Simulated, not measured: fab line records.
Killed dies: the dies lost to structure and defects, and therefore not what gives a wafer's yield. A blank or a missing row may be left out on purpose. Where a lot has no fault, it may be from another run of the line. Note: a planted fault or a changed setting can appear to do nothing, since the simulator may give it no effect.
fab line records + flow ritCmos
record
- lots=7
- wafers=21
- lastDay=7
route steps=202 shown ACTIVE@19 FOX1@20 FOX2@23 NWELL@28
lots that met no fault: from a run of the same line without faults
startH: start of the lot's first displayed wafer, in hours after the record's first day + waitH: hours since the lot's step before + " identical to the entry in the row above + L1.1+2: several wafers, shown together as one row + - no value present, or no start provided + * or withheld: withheld + < > ~ a bound
route shown NAME@n: a module of which the file shows steps, and the number in the route of the first + usual: the fault-free wafers' mean and standard deviation + same: alike in all rows + chamber/n: place in a boat + sites: each site's reading + _std_site: standard deviation of those values + _edge_site: inner sites' mean taken away from outer sites' mean + radiusMm: how far each site lies from the wafer's centre + mask NAME#n: copy n + behind: the most recent tool/chamber to have shaped the wafer + hold: the reason the lot was held/the length of the hold in hours/how it ended + device: the transistor (n, p or np) that didn't switch + end of line: the tests these same wafers got at the end of their route + step lacking rows: just its recipe + killed: at the first sort, the dies lost to defects and structure; wafer yield is something else + map: a wafer's dies, x killed, . not, _ none there
set.NAME: the run value of the setting; set.NAME@STEP: its run value at that earlier step + model.NAME: the simulator's own value behind a step, which no gauge read
a table for each step, a row for each wafer; lots at some steps of the route
services: from which hour (startH, from the record's first day; less than 0 if before it) a tool's chamber was out of use, for how many hours, and why
## steps
# step RIT_ACTIVE_CLEAN_17
# recipe
- chemistry=SC2
- mix=3:3:50
- timeS=600
- tempC=75
- dry=n2Spin
# step RIT_FOX1_OXIDATION_00
# recipe
- tempC=1100
- ambient=H2O
- targetThkA=3507
- pH2oTorr=720
- oxTimeS=1130
# step RIT_FOX1_THK_MEAS_01
# recipe
- reads=SiO2_of_FOX1_OXIDATION_00
# usual
- FOX1_OXIDE_THK=354/7.5
| lot.wafer | tool         | chamber | startH | waitH | FOX1_OXIDE_THK[nm] |
|-----------|--------------|---------|--------|-------|--------------------|
| L306.1    | filmMetro-01 | -       | 18.33  | 0.0   | 359                |
| L306.3    | "            | -       | "      | "     | 360                |
| L306.5    | "            | -       | "      | "     | 346                |
| L313.1    | filmMetro-03 | -       | 53.98  | 0.0   | 363                |
| L313.2    | "            | -       | "      | "     | 364                |
| L313.4    | "            | -       | "      | "     | 358                |
| L320.3    | filmMetro-03 | -       | 89.18  | 0.0   | 362                |
| L320.5    | "            | -       | "      | "     | 363                |
| L320.6    | "            | -       | "      | "     | 361                |
| L321.3    | filmMetro-01 | -       | 92.08  | 0.0   | 361                |
| L321.5    | "            | -       | "      | "     | 356                |
| L321.6    | "            | -       | "      | "     | 357                |
| L322.2    | filmMetro-03 | -       | 99.06  | 0.0   | 353                |
| L322.4    | "            | -       | "      | "     | 361                |
| L322.6    | "            | -       | "      | "     | 357                |
| L328.1    | filmMetro-04 | -       | 126.84 | 0.0   | 346                |
| L328.2    | "            | -       | "      | "     | 349                |
| L328.6    | "            | -       | "      | "     | 343                |
| L329.1    | filmMetro-03 | -       | 133.37 | 0.0   | 356                |
| L329.3    | "            | -       | "      | "     | 355                |
| L329.4    | "            | -       | "      | "     | 361                |
# step RIT_FOX1_WET_ETCH_02
# recipe
- chemistry=BOE
- targetDepthNm=350
- timeS=390
- tempC=21.5
- dry=n2Spin
- dilution=10:1
- target=SiO2
# step RIT_FOX2_OXIDATION_00
# recipe
- tempC=1100
- ambient=H2O
- targetThkA=3507
- pH2oTorr=720
- oxTimeS=1130
# step RIT_FOX2_THK_MEAS_01
# recipe
- reads=SiO2_of_FOX2_OXIDATION_00
# usual
- FOX2_OXIDE_THK=354/7.1
| lot.wafer | tool         | chamber | startH | waitH | FOX2_OXIDE_THK[nm] |
|-----------|--------------|---------|--------|-------|--------------------|
| L306.1    | filmMetro-02 | -       | 20.92  | 0.0   | 351                |
| L306.3    | "            | -       | "      | "     | 350                |
| L306.5    | "            | -       | "      | "     | 350                |
| L313.1    | filmMetro-03 | -       | 55.47  | 0.0   | 350                |
| L313.2    | "            | -       | "      | "     | 350                |
| L313.4    | "            | -       | "      | "     | 345                |
| L320.3    | filmMetro-02 | -       | 90.67  | 0.0   | 351                |
| L320.5    | "            | -       | "      | "     | 352                |
| L320.6    | "            | -       | "      | "     | 352                |
| L321.3    | filmMetro-03 | -       | 93.57  | 0.0   | 344                |
| L321.5    | "            | -       | "      | "     | 341                |
| L321.6    | "            | -       | "      | "     | 345                |
| L322.2    | filmMetro-03 | -       | 100.55 | 0.0   | 356                |
| L322.4    | "            | -       | "      | "     | 354                |
| L322.6    | "            | -       | "      | "     | 353                |
| L328.1    | filmMetro-01 | -       | 128.33 | 0.0   | 357                |
| L328.2    | "            | -       | "      | "     | 362                |
| L328.6    | "            | -       | "      | "     | 356                |
| L329.1    | filmMetro-01 | -       | 134.87 | 0.0   | 356                |
| L329.3    | "            | -       | "      | "     | 354                |
| L329.4    | "            | -       | "      | "     | 355                |
# step RIT_FOX2_CLEAN_02
# recipe
- chemistry=dHF
- dilution=50:1
- timeS=180
# step RIT_FOX2_WET_ETCH_03
# recipe
- chemistry=H3PO4
- target=Si3N4
- targetDepthNm=195
- tempC=165
- timeS=2700
# step RIT_FOX2_THK_MEAS_90
# recipe
- reads=SiO2_of_FOX2_OXIDATION_00
# usual
- FIELD_OXIDE_LEFT_1_THK=326/7.1
| lot.wafer | tool         | chamber | startH | waitH | FIELD_OXIDE_LEFT_1_THK[nm] |
|-----------|--------------|---------|--------|-------|----------------------------|
| L306.1    | filmMetro-02 | -       | 21.94  | 0.0   | 324                        |
| L306.3    | "            | -       | "      | "     | 322                        |
| L306.5    | "            | -       | "      | "     | 322                        |
| L313.1    | filmMetro-01 | -       | 56.34  | 0.0   | 322                        |
| L313.2    | "            | -       | "      | "     | 322                        |
| L313.4    | "            | -       | "      | "     | 318                        |
| L320.3    | filmMetro-02 | -       | 91.54  | 0.0   | 323                        |
| L320.5    | "            | -       | "      | "     | 325                        |
| L320.6    | "            | -       | "      | "     | 325                        |
| L321.3    | filmMetro-03 | -       | 94.44  | 0.0   | 317                        |
| L321.5    | "            | -       | "      | "     | 314                        |
| L321.6    | "            | -       | "      | "     | 319                        |
| L322.2    | filmMetro-01 | -       | 101.43 | 0.0   | 329                        |
| L322.4    | "            | -       | "      | "     | 326                        |
| L322.6    | "            | -       | "      | "     | 326                        |
| L328.1    | filmMetro-01 | -       | 129.20 | 0.0   | 329                        |
| L328.2    | "            | -       | "      | "     | 335                        |
| L328.6    | "            | -       | "      | "     | 329                        |
| L329.1    | filmMetro-01 | -       | 135.75 | 0.0   | 329                        |
| L329.3    | "            | -       | "      | "     | 327                        |
| L329.4    | "            | -       | "      | "     | 328                        |
# step RIT_NWELL_HMDS_00
# recipe
- primeTimeS=60
- primeTempC=140
# step RIT_NWELL_COAT_01
# recipe
- resist=NOVOLAK
- spinRpm=2000
- resistThkNm=1300
# step RIT_NWELL_SOFTBAKE_02
# recipe
- resist=NOVOLAK
- tempC=90
- timeS=60
# step RIT_NWELL_EXPOSE_03
# recipe
- maskId=M2
- na=0.57
- targetCdNm=43900
- doseMj=250
# usual
- exposureDoseMJCm2=250.00/0.23
- focusOffsetNm=-0.1/0.57
| lot.wafer | tool            | chamber | startH | waitH | mask | exposureDoseMJCm2 | focusOffsetNm |
|-----------|-----------------|---------|--------|-------|------|-------------------|---------------|
| L306.1    | ilineStepper-02 | 0       | 22.57  | 0.2   | M2#0 | 250.12            | -0.2          |
| L306.3    | "               | 0       | "      | "     | M2#0 | 250.12            | -0.5          |
| L306.5    | "               | 0       | "      | "     | M2#0 | 250.18            | -0.2          |
| L313.1    | ilineStepper-01 | 0       | 56.99  | 0.3   | M2#0 | 249.54            | -0.2          |
| L313.2    | "               | 0       | "      | "     | M2#0 | 250.12            | -1.1          |
| L313.4    | "               | 0       | "      | "     | M2#0 | 249.94            | -1.2          |
| L320.3    | ilineStepper-02 | -       | 92.20  | 0.2   | M2#0 | -                 | -             |
| L320.5    | "               | -       | "      | "     | M2#0 | -                 | -             |
| L320.6    | "               | -       | "      | "     | M2#0 | -                 | -             |
| L321.3    | ilineStepper-01 | -       | 95.12  | 0.3   | M2#0 | -                 | -             |
| L321.5    | "               | -       | "      | "     | M2#0 | -                 | -             |
| L321.6    | "               | -       | "      | "     | M2#0 | -                 | -             |
| L322.2    | ilineStepper-02 | -       | 102.07 | 0.2   | M2#0 | -                 | -             |
| L322.4    | "               | -       | "      | "     | M2#0 | -                 | -             |
| L322.6    | "               | -       | "      | "     | M2#0 | -                 | -             |
| L328.1    | ilineStepper-02 | 0       | 129.84 | 0.2   | M2#0 | 249.65            | -1.0          |
| L328.2    | "               | 0       | "      | "     | M2#0 | 249.78            | -0.3          |
| L328.6    | "               | 0       | "      | "     | M2#0 | 249.96            | -0.2          |
| L329.1    | ilineStepper-01 | 0       | 136.38 | 0.2   | M2#0 | 249.99            | -0.6          |
| L329.3    | "               | 0       | "      | "     | M2#0 | 250.05            | -0.6          |
| L329.4    | "               | 0       | "      | "     | M2#0 | 249.98            | -0.1          |
# step RIT_NWELL_PEB_04
# recipe
- resist=NOVOLAK
- tempC=withheld
- timeS=withheld
## services
| tool            | chamber | startH | hours | kind                   |
|-----------------|---------|--------|-------|------------------------|
| ilineStepper-02 | -       | 9.02   | 10.7  | repair                 |
| ilineStepper-01 | -       | 19.76  | 1.7   | pm                     |
| ilineStepper-02 | -       | 81.00  | 2.1   | pm                     |
| ilineStepper-02 | -       | 83.08  | -     | consumableReplace:lamp |
## key
firstSign
- step=RIT_NWELL_EXPOSE_03
- reading=toolRecord
- direction=missing
effect none on later readings
metAt RIT_NWELL_EXPOSE_03
struckWafers L320.3,L320.5,L320.6,L321.3,L321.5,L321.6,L322.2,L322.4,L322.6
sortLeftOut L320.3,L320.5,L320.6,L321.3,L321.5,L321.6,L322.2,L322.4,L322.6
testerLeftOut L320,L321,L322
onsetBetween 56.99 92.20
fault
- kind=skippedStepWhole
- tool=ilineStepper-01,ilineStepper-02
- chamber=-
- onsetH=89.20
- steps=RIT_NWELL_EXPOSE_03
- scope=struckLotsOnly
# testerLeftOut: of these lots the tester's yield and bins aren't shown, on N5 and GAA mostly nor the transistor test; their killed dies are dies lost to structure and defects alone, not to doping, threshold or leakage, so they don't give the yield
# sortLeftOut: the simulated sort isn't trusted on such a fault, so these wafers' sort isn't shown, and their yield isn't known
